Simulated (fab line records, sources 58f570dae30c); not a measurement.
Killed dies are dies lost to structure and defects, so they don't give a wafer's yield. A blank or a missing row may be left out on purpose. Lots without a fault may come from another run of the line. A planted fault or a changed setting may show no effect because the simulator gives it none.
Which tool did it? | flow berkeley_cmos170 | 15 lots, 45 wafers sampled, at 4 steps of a route of 331

WHAT THE GAUGES READ, wafer by wafer
UCB170_V1_OVL_MEAS_13. Usual: V1_OVL 0 nm, standard deviation 5.4.
lot  | measured     | on         | V1_OVL (nm) | flag
L747 | day 7 16:24  | overlay-01 | 7 2 7       |
L750 | day 8 05:00  | overlay-02 | -3 -6 -7    |
L748 | day 8 08:02  | overlay-02 | 0 2 3       |
L751 | day 8 14:20  | overlay-01 | -1 -4 -3    |
L752 | day 8 14:22  | overlay-02 | -6 -2 0     |
L753 | day 8 22:39  | overlay-02 | 7 2 6       |
L754 | day 8 22:56  | overlay-01 | 0 -2 -2     |
L756 | day 8 23:13  | overlay-02 | 11 9 6      |
L755 | day 8 23:23  | overlay-01 | -4 3 3      |
L757 | day 9 16:44  | overlay-01 | 7 10 6      |
L764 | day 11 06:31 | overlay-02 | -2 -6 1     |
L765 | day 11 06:04 | overlay-01 | -3 2 1      |
L766 | day 11 06:14 | overlay-02 | -11 -9 -11  |
L767 | day 11 22:05 | overlay-02 | 3 13 7      |
L769 | day 12 06:18 | overlay-01 | -5 -5 1     |

UCB170_V2_OVL_MEAS_13. Usual: V2_OVL 1 nm, standard deviation 6.1.
lot  | measured     | on         | V2_OVL (nm) | flag
L747 | day 7 23:16  | overlay-02 | 7 7 9       |
L750 | day 8 10:20  | overlay-01 | 9 4 2       |
L748 | day 8 14:53  | overlay-01 | -10 -2 -7   |
L751 | day 8 19:37  | overlay-02 | -8 -1 -5    |
L752 | day 8 20:31  | overlay-01 | -4 1 -5     |
L753 | day 9 03:43  | overlay-01 | 8 0 6       |
L754 | day 9 04:00  | overlay-02 | -3 -3 0     |
L764 | day 11 13:02 | overlay-02 | -11 -10 -5  |
L765 | day 11 11:11 | overlay-01 | 4 7 6       |
L766 | day 11 12:46 | overlay-01 | -4 -5 -4    |
L767 | day 12 03:28 | overlay-02 | -4 3 0      |
L769 | day 12 11:23 | overlay-01 | 7 3 2       |

WHICH TOOL RAN EACH LOT (tool, then ch and the chambers of the sampled wafers, then the start)
lot  | UCB170_V1_CVD_00                | UCB170_M2_PEB_13
L747 | pecvd-04 ch 0,2, day 7 14:32    | litho_track-04 ch 0, day 7 19:10
L750 | pecvd-02 ch 0,1,2, day 8 02:34  | litho_track-04 ch 0, day 8 07:19
L748 | pecvd-04 ch 0,2, day 8 05:53    | litho_track-02 ch 0, day 8 11:10
L751 | pecvd-03 ch 0,1, day 8 11:33    | litho_track-03 ch 0, day 8 16:49
L752 | pecvd-04 ch 0,1,2, day 8 11:33  | litho_track-04 ch 0, day 8 17:25
L753 | pecvd-02 ch 0,1,2, day 8 20:24  | litho_track-02 ch 0, day 9 00:52
L754 | pecvd-04 ch 0,1, day 8 20:24    | litho_track-02 ch 0, day 9 01:10
L756 | pecvd-03 ch 0,1,2, day 8 20:29  | litho_track-02, day 9 01:31
L755 | pecvd-02 ch 0,1, day 8 20:33    | litho_track-04, day 9 01:59
L757 | pecvd-02 ch 0,1,2, day 9 14:26  | litho_track-03, day 9 19:05
L764 | pecvd-02 ch 0,1,2, day 11 03:36 | litho_track-03 ch 0, day 11 09:15
L765 | pecvd-03 ch 0,1,2, day 11 03:36 | litho_track-02 ch 0, day 11 08:30
L766 | pecvd-04 ch 0,1,2, day 11 03:36 | litho_track-02 ch 0, day 11 09:01
L767 | pecvd-04 ch 0,1,2, day 11 20:08 | litho_track-04 ch 0, day 12 00:11
L769 | pecvd-03 ch 1,2, day 12 04:08   | litho_track-03 ch 0, day 12 08:32
- UCB170_V1_CVD_00: deposits SiO2 from TEOS/O2, target thk 2000 nm, time 250 s.
- UCB170_M2_PEB_13

WHAT THE TOOLS THEMSELVES READ (means of the sampled wafers that have a number; where no wafer has one, the mark that the record gives instead)
UCB170_V1_CVD_00. Usual: heater_power_w 246 W, standard deviation 50.
lot  | tool     | heater_power_w (W) | flag
L747 | pecvd-04 | 255                |
L750 | pecvd-02 | 245                |
L748 | pecvd-04 | 273                |
L751 | pecvd-03 | 200                |
L752 | pecvd-04 | 273                |
L753 | pecvd-02 | 279                |
L754 | pecvd-04 | 262                |
L756 | pecvd-03 | 201                |
L755 | pecvd-02 | 273                |
L757 | pecvd-02 | 235                |
L764 | pecvd-02 | 222                |
L765 | pecvd-03 | 216                |
L766 | pecvd-04 | 284                |
L767 | pecvd-04 | 217                |
L769 | pecvd-03 | 197                |

UCB170_M2_PEB_13. Usual: chill_plate_temp_C 23.01 C, standard deviation 0.11; exhaust_pa 45.1 Pa, standard deviation 1; plate_temp_C 130.01 C, standard deviation 0.14.
lot  | tool           | chill_plate_temp_C (C) | exhaust_pa (Pa) | plate_temp_C (C) | flag
L747 | litho_track-04 | 22.96                  | 44.8            | 129.93           |
L750 | litho_track-04 | 23.15                  | 45.1            | 129.97           |
L748 | litho_track-02 | 23.05                  | 45.2            | 129.93           |
L751 | litho_track-03 | 23.18                  | 44.4            | 130.20           |
L752 | litho_track-04 | 22.95                  | 45.1            | 130.02           |
L753 | litho_track-02 | 22.76                  | 46.4            | 130.21           |
L754 | litho_track-02 | 22.97                  | 46.0            | 130.04           |
L756 | litho_track-02 | -                      | -               | -                | OFF
L755 | litho_track-04 | -                      | -               | -                | OFF
L757 | litho_track-03 | -                      | -               | -                | OFF
L764 | litho_track-03 | 23.06                  | 44.6            | 129.98           |
L765 | litho_track-02 | 23.04                  | 45.9            | 130.06           |
L766 | litho_track-02 | 23.06                  | 44.0            | 130.09           |
L767 | litho_track-04 | 23.15                  | 45.3            | 130.06           |
L769 | litho_track-03 | 22.97                  | 46.0            | 129.85           |

THE ANSWER, worked out from the rows above alone
Rule: a lot is off if the mean of its wafers that have a number lies more than 3 standard deviations from the usual mean. A lot without any number at a reading at which 4 lots or more have one is off too. The other lots that the step has rows for count as sound. The gauges are gone through in route order, then the tools' own readings, and for those a lot's mean is taken as printed above. The first step at which some lot is off is used, and at that step the reading that is off furthest; a lot without a number counts as furthest.
Off: L756, L755, L757, at UCB170_M2_PEB_13 (chill_plate_temp_C). Without a number there: L756, L755, L757.
A tool fits if, at that step or a process step before it, it ran every lot that is off, and no sound lot after the first of them. None of those tried fits.

WHAT THE SIMULATOR HAD PUT IN
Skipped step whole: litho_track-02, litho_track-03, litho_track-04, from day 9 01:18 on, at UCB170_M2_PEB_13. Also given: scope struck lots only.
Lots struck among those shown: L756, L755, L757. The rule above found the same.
